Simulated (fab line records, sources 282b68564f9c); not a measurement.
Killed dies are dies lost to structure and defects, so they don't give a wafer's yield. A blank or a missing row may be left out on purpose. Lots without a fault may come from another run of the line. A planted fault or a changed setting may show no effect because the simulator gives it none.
Problem report in the 8D (eight disciplines) form, filled by code | flow rit_cmos | the parts of the form that need people (team, actions taken, sign-off) are left out

1. THE PROBLEM
run_length_s at RIT_ACTIVE_ETCH_13 reads a mean of 212.8 s on 3 wafers of 2 lots; wafers without a fault read 238.4 s with a standard deviation of 0.43. That is -60 standard deviations from the usual mean.
The step: etches Si3N4 in SF6, stops on SiO2, time 210 s, target depth 210 nm.
First seen on wafer L210.4, day 3 18:03, on rie_diel-02. The record holds 42 wafers of 14 lots with a number at this step. Rule for "out", or "out of limits": more than 4 standard deviations from the usual mean. The other wafers with a number count as sound.

2. WHAT IT IS AND WHAT IT IS NOT
question                    | is                           | is not
which readings at this step | run_length_s, oes_product_au | drypump_motor_current_A
which lots                  | L210, L214                   | L200, L201, L202, L205, L208, L209, L217, L218, L219, L220, L221, L222
which wafers of those lots  | L210.4, L210.6, L214.2       | L210.5, L214.1, L214.3
read on which tools         | rie_diel-02                  | rie_diel-03, rie_diel-04
when                        | from day 3 18:03             | up to then (19 sound wafers); but 20 sound wafers of L214, L217, L218, L219, L220, L221, L222 came after

3. SUSPECTS, AND WHAT RULES EACH OUT
Counting: a tool at a process step up to the reading stays a suspect if it ran every lot that is out. Sound lots after the first of them don't rule it out here, since some wafers of a struck lot are sound.
- rie_diel-02 at RIT_ACTIVE_ETCH_13 (etches Si3N4 in SF6, stops on SiO2, time 210 s, target depth 210 nm): kept. It ran every lot that is out, first L210 (day 3 18:03). Its own readings are out on those wafers: oes_product_au, run_length_s.
- Within rie_diel-02 at RIT_ACTIVE_ETCH_13: the wafers that are out ran in chamber 1; their sound lot-mates ran in chambers 0, 2, 3.
Left after counting: rie_diel-02 at RIT_ACTIVE_ETCH_13.

4. THE CAUSE (what the simulator had put in)
Process parameter drift: rie_diel-02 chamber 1, from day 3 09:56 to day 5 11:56, at RIT_ACTIVE_ETCH_13. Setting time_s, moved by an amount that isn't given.
Counting left only this tool.

5. THE CHAIN OF EFFECTS, in route order
Each row: a reading whose mean over the struck wafers that have a number lies more than 3 standard deviations from the usual. Only readings for which the record gives a usual standard deviation are gone through. hours: the time from each lot's start at the first step in this table that gives one to its start at this step, as a median over the lots. sigmas: the change in usual standard deviations.
hours | step               | reading        | usual      | on struck wafers | change | sigmas
0     | RIT_ACTIVE_ETCH_13 | oes_product_au | 0.823 a.u. | 0.945            | +0.122 | +8.1
0     | RIT_ACTIVE_ETCH_13 | run_length_s   | 238.4 s    | 212.8            | -25.6  | -60
The process steps in it:
- RIT_ACTIVE_ETCH_13: etches Si3N4 in SF6, stops on SiO2, time 210 s, target depth 210 nm.
Later measuring or inspecting steps at which every struck wafer that the step has a row for has a number for every such reading, and none has moved that far: RIT_NWELL_OVL_MEAS_06, RIT_NRETRO_OVL_MEAS_06, RIT_CONTACT_OVL_MEAS_09.

6. WHAT WOULD HAVE CAUGHT IT SOONER
In this record the first reading out of limits was taken at day 3 18:03, 8 hours after the fault began at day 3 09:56.
